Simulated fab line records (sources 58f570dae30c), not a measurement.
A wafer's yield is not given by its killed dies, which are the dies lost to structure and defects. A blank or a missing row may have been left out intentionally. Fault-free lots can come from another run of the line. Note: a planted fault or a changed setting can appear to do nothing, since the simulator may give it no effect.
Which tool is to blame? ; flow berkeley cmos170 ; 6 lots with 18 wafers sampled at 3 steps, on a route of 331 steps

## WHAT THE GAUGES READ, wafer by wafer
UCB170_CONTACT_CD_MEAS_15: the cd target is 700 nm.
lot;measured;on;cd nm (nm)
L377;day 7 13:43;cd sem-02;699.8 700.9 700.8
L378;day 8 10:44;cd sem-02;697.5 699.1 700.0
L381;day 8 18:14;cd sem-02;698.3 698.8 697.9
L384;day 9 13:55;cd sem-02;700.3 701.0 700.7
L382;day 9 15:08;cd sem-01;700.7 701.2 699.2
L389;day 10 21:30;cd sem-02;749.0 749.0 748.8

## WHICH TOOL RAN EACH LOT (tool, then ch and the chambers of the sampled wafers, then the start)
lot;UCB170_BACKSIDE_STRIP_03;UCB170_CONTACT_EXPOSE_12
L377;plasma asher-03 ch 0,1, day 7 06:57;krf scanner-02 ch 0, day 7 13:17
L378;plasma asher-01 ch 0,1, day 8 05:35;krf scanner-02 ch 0, day 8 10:20
L381;plasma asher-03 ch 0,1, day 8 11:33;krf scanner-02 ch 0, day 8 17:36
L384;plasma asher-01 ch 0,1, day 9 07:47;krf scanner-01 ch 0, day 9 13:19
L382;plasma asher-03 ch 0,1, day 9 08:17;krf scanner-01 ch 0, day 9 14:43
L389;plasma asher-02 ch 1, day 10 16:19;krf scanner-01 ch 0, day 10 21:07
- UCB170_BACKSIDE_STRIP_03: strips in O2.
- UCB170_CONTACT_EXPOSE_12: exposes mask CONT, target cd 700 nm.

## THE ANSWER, worked out from the rows above alone
Rule: the usual values come from the lots themselves. Put in order of their means at a reading, lots are off if they are a third of the lots or fewer, leave a main group of 4 or more, and stand apart from it by a gap of 3 or more times the standard deviation of the main group's means; of several such gaps the widest counts. The tables above print the reading to a certain number of digits; a main group whose means all agree to those digits is not used. A lot without any number at a reading at which 4 lots or more have one is off too. All remaining lots with rows at the step are treated as sound.
Off at UCB170_CONTACT_CD_MEAS_15 (cd nm): L389. Mean 699.7 nm and standard deviation 0.96 in the main group.
A tool fits if, at a process step before that reading, it ran every lot that is off, and no sound lot after the first of them. The gauges at UCB170_CONTACT_CD_MEAS_15 are tried like those tools. Can't be told from this: 3 tools fit, plasma asher-02 at UCB170_BACKSIDE_STRIP_03, krf scanner-01 at UCB170_CONTACT_EXPOSE_12, cd sem-02 at UCB170_CONTACT_CD_MEAS_15.

## WHAT THE SIMULATOR PUT IN
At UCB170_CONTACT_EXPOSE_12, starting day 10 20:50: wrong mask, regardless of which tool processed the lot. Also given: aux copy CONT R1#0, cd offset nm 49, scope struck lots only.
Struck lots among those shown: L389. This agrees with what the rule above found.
